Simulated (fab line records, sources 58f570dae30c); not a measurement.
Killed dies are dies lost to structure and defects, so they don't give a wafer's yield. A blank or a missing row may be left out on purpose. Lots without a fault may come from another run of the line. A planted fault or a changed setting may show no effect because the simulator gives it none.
Which tool did it? | flow berkeley_cmos170 | 14 lots, 42 wafers sampled, at 4 steps of a route of 331

WHAT THE GAUGES READ, wafer by wafer
UCB170_V1_THK_MEAS_04. Usual: V1_POLISHED_THK 1000.6 nm, standard deviation 0.93.
lot  | measured     | on            | V1_POLISHED_THK (nm) | flag
L569 | day 6 22:28  | film_metro-01 | 1000.1 1001.0 999.9  |
L571 | day 7 11:16  | film_metro-03 | 1001.6 1001.8 1000.5 |
L570 | day 7 11:16  | film_metro-04 | 1000.5 1000.2 1000.2 |
L572 | day 8 00:11  | film_metro-03 | 999.6 998.6 1000.6   |
L574 | day 8 10:25  | film_metro-03 | 999.8 1001.7 1000.1  |
L575 | day 8 10:08  | film_metro-01 | 998.8 1001.3 999.9   |
L576 | day 9 04:09  | film_metro-03 | 1001.3 1001.0 1001.3 |
L577 | day 9 10:44  | film_metro-01 | 1000.5 1001.2 1000.9 |
L578 | day 9 20:34  | film_metro-04 | 1001.3 1000.2 1001.6 |
L580 | day 10 00:11 | film_metro-03 | 1000.8 1001.6 1000.2 |
L585 | day 10 18:47 | film_metro-01 | 1000.6 1001.1 1000.3 |
L587 | day 10 23:56 | film_metro-03 | 999.4 999.6 1000.9   |
L590 | day 11 23:43 | film_metro-04 | 1000.3 1002.0 1001.6 |
L592 | day 12 03:55 | film_metro-04 | 1000.9 999.4 999.7   |

UCB170_M2_CD_MEAS_90: target cd 700 nm. Usual: cd_nm 701 nm, standard deviation 3.3.
lot  | measured     | on        | cd_nm (nm)  | flag
L569 | day 7 03:07  | cd_sem-02 | 698 700 698 |
L571 | day 7 15:35  | cd_sem-01 | 707 704 708 |
L570 | day 7 15:50  | cd_sem-01 | 699 705 704 |
L572 | day 8 04:27  | cd_sem-01 | 702 698 700 |
L574 | day 8 16:11  | cd_sem-02 | 701 698 698 |
L575 | day 8 16:08  | cd_sem-01 | 706 703 705 |
L576 | day 9 09:04  | cd_sem-01 | 702 698 700 |
L577 | day 9 15:37  | cd_sem-02 | 705 705 707 |
L578 | day 10 02:09 | cd_sem-02 | 701 699 701 |
L580 | day 10 07:08 | cd_sem-01 | 703 703 702 |
L585 | day 11 00:15 | cd_sem-01 | 699 699 701 |
L587 | day 11 05:31 | cd_sem-02 | 700 699 701 |
L590 | day 12 03:59 | cd_sem-02 | 699 699 697 |
L592 | day 12 08:28 | cd_sem-02 | 700 699 700 |

WHICH TOOL RAN EACH LOT (tool, then ch and the chambers of the sampled wafers, then the start)
lot  | UCB170_M1_SPUTTER_00         | UCB170_M2_STRIP_07
L569 | pvd_sputter-03, day 6 13:37  | plasma_asher-04 ch 0,1, day 7 01:07
L571 | pvd_sputter-03, day 7 03:16  | plasma_asher-01 ch 0,1, day 7 13:50
L570 | pvd_sputter-04, day 7 03:52  | plasma_asher-03 ch 0,1, day 7 14:07
L572 | pvd_sputter-03, day 7 15:32  | plasma_asher-04 ch 0,1, day 8 02:44
L574 | pvd_sputter-03, day 8 03:14  | plasma_asher-04 ch 0,1, day 8 13:11
L575 | pvd_sputter-04, day 8 04:25  | plasma_asher-03 ch 0,1, day 8 12:51
L576 | pvd_sputter-01, day 8 19:39  | plasma_asher-03 ch 0, day 9 07:04
L577 | pvd_sputter-04, day 9 02:41  | plasma_asher-01 ch 0,1, day 9 13:47
L578 | pvd_sputter-03, day 9 12:34  | plasma_asher-03 ch 0, day 9 23:38
L580 | pvd_sputter-01, day 9 19:03  | plasma_asher-03 ch 0,1, day 10 05:11
L585 | pvd_sputter-01, day 10 11:34 | plasma_asher-03 ch 0,1, day 10 21:23
L587 | pvd_sputter-04, day 10 19:14 | plasma_asher-04 ch 0,1, day 11 03:14
L590 | pvd_sputter-03, day 11 17:57 | plasma_asher-04 ch 0,1, day 12 02:20
L592 | pvd_sputter-03, day 11 21:01 | plasma_asher-04 ch 0,1, day 12 06:41
- UCB170_M1_SPUTTER_00: material Al, target thk 600 nm, time 80 s.
- UCB170_M2_STRIP_07: strips in O2.

WHAT THE TOOLS THEMSELVES READ (means of the sampled wafers that have a number; where no wafer has one, the mark that the record gives instead)
UCB170_M1_SPUTTER_00. Usual: throttle_valve_pct 29.6 %, standard deviation 1.1.
lot  | tool           | throttle_valve_pct (%) | flag
L569 | pvd_sputter-03 | 29.7                   |
L571 | pvd_sputter-03 | 28.8                   |
L570 | pvd_sputter-04 | 29.7                   |
L572 | pvd_sputter-03 | 30.6                   |
L574 | pvd_sputter-03 | 29.0                   |
L575 | pvd_sputter-04 | 30.1                   |
L576 | pvd_sputter-01 | 29.5                   |
L577 | pvd_sputter-04 | 29.7                   |
L578 | pvd_sputter-03 | 30.6                   |
L580 | pvd_sputter-01 | 28.8                   |
L585 | pvd_sputter-01 | 29.3                   |
L587 | pvd_sputter-04 | 30.3                   |
L590 | pvd_sputter-03 | 30.2                   |
L592 | pvd_sputter-03 | 29.8                   |

UCB170_M2_STRIP_07. Usual: drypump_motor_current_A 5.7 A, standard deviation 0.62; o2_flow_sccm 400.0 sccm, standard deviation 1.1; oes_product_au 0.735 a.u., standard deviation 0.0043; strip_time_to_endpoint_s 21.96 s, standard deviation 0.071.
lot  | tool            | drypump_motor_current_A (A) | o2_flow_sccm (sccm) | oes_product_au (a.u.) | strip_time_to_endpoint_s (s) | flag
L569 | plasma_asher-04 | 6.3                         | 400.7               | 0.737                 | 21.93                        |
L571 | plasma_asher-01 | 5.2                         | 400.2               | 0.735                 | 21.86                        |
L570 | plasma_asher-03 | 5.3                         | 398.5               | 0.733                 | 21.93                        |
L572 | plasma_asher-04 | 6.0                         | 400.4               | 0.736                 | 21.99                        |
L574 | plasma_asher-04 | 6.4                         | 400.5               | 0.735                 | 21.92                        |
L575 | plasma_asher-03 | 5.3                         | 400.5               | 0.737                 | 21.88                        |
L576 | plasma_asher-03 | 6.1                         | 400.2               | 0.738                 | 21.92                        |
L577 | plasma_asher-01 | 5.2                         | 399.8               | 0.734                 | 21.97                        |
L578 | plasma_asher-03 | 6.1                         | 401.0               | 0.729                 | 21.97                        |
L580 | plasma_asher-03 | 5.7                         | 319.6               | 0.719                 | 22.64                        | OFF
L585 | plasma_asher-03 | 5.7                         | 320.6               | 0.719                 | 22.70                        | OFF
L587 | plasma_asher-04 | 6.4                         | 400.7               | 0.735                 | 21.94                        |
L590 | plasma_asher-04 | 6.0                         | 399.5               | 0.736                 | 22.10                        |
L592 | plasma_asher-04 | 6.1                         | 398.5               | 0.735                 | 22.01                        |

THE ANSWER, worked out from the rows above alone
Rule: a lot is off if the mean of its wafers that have a number lies more than 3 standard deviations from the usual mean. A lot without any number at a reading at which 4 lots or more have one is off too. The other lots that the step has rows for count as sound. The gauges are gone through in route order, then the tools' own readings, and for those a lot's mean is taken as printed above. The first step at which some lot is off is used, and at that step the reading that is off furthest; a lot without a number counts as furthest.
Off: L580, L585, at UCB170_M2_STRIP_07 (o2_flow_sccm).
A tool fits if, at that step or a process step before it, it ran every lot that is off, and no sound lot after the first of them. Can't be told from this: 2 tools fit, pvd_sputter-01 at UCB170_M1_SPUTTER_00, plasma_asher-03 at UCB170_M2_STRIP_07.

WHAT THE SIMULATOR HAD PUT IN
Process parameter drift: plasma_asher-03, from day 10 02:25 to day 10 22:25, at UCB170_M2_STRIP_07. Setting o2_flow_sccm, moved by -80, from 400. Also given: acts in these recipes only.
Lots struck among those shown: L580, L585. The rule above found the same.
